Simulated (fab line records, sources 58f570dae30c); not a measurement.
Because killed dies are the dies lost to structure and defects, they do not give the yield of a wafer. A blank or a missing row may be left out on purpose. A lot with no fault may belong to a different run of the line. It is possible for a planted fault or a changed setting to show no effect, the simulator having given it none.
A single fault, viewed from 2 desks | flow berkeleyCmos170 | every desk sees just its own numbers, and what lay behind them comes last

AT THE METROLOGY DESK
Lot by lot, what the gauges showed, no matter which tool ran the lot: averages of those sampled wafers that carry a number. If a lot's mean is further than 4 standard deviations from the usual mean, the lot is out of limits and carries the mark OUT (the distance appears in the brackets).
Columns: A = CONTACT_OVL at UCB170_CONTACT_OVL_MEAS_16, usual 0 nm; B = cdNm at UCB170_CONTACT_CD_MEAS_90, usual 700.5 nm; C = cdNm at UCB170_V1_CD_MEAS_12, usual 700.2 nm
lot  | first seen here | A  | B     | C
L374 | day 8 04:05     | -8 | 700.8 | 699.8
L373 | day 8 05:05     | 5  | 700.5 | 698.8
L376 | day 8 20:05     | -1 | 700.1 | 700.7
L378 | day 8 21:00     | 5  | 700.6 | 700.5
L379 | day 9 03:23     | 2  | 702.3 | 699.3
L382 | day 9 17:28     | 1  | 702.0 | 701.5
L380 | day 9 17:46     | 1  | 701.8 | 697.6
L381 | day 9 19:43     | 2  | 700.2 | 699.3
L385 | day 10 18:04    | -2 | 700.8 | 697.6
L384 | day 10 19:04    | 3  | 701.3 | 702.4
L391 | day 12 01:59    | -6 | 701.1 | 701.1
L392 | day 12 02:45    | 9  | 698.6 | 698.2
L393 | day 12 20:04    | -2 | 702.0 | 698.5
L396 | day 13 08:00    | -6 | 698.8 | 700.7
Finding of this desk: none of the 14 lots has anything out of limits.

DESK OF THE TOOL OWNER: rieDiel-01
The tool's own readings at UCB170_V1_ETCH_14 (etches SiO2 in CHF3/CF4/Ar, stops on Al, target depth 1250 nm, time 291 s): means of the sampled wafers that have a number, for each lot that ran on this tool. If a lot's mean is further than 4 standard deviations from the usual mean, the lot is out of limits and carries the mark OUT (the distance appears in the brackets).
Columns: A = drypumpMotorCurrentA at UCB170_V1_ETCH_14, usual 5.6 A; B = oesProductAu at UCB170_V1_ETCH_14, usual 0.875 a.u.; C = throttleValvePct at UCB170_V1_ETCH_14, usual 6.94 %
lot  | first seen here | A   | B     | C
L382 | day 10 01:12    | 5.6 | 0.875 | 6.94
L384 | day 11 01:58    | 5.4 | 0.874 | 6.95
L391 | day 12 08:37    | 5.3 | 0.849 | 6.96
L392 | day 12 11:10    | 5.6 | 0.860 | 6.94
Finding of this desk: none of the 4 lots has anything out of limits.

PUT TOGETHER
Metrology desk: nothing out of limits seen.
The tool owner's desk saw nothing out of limits.

WHAT THE SIMULATOR PUT IN
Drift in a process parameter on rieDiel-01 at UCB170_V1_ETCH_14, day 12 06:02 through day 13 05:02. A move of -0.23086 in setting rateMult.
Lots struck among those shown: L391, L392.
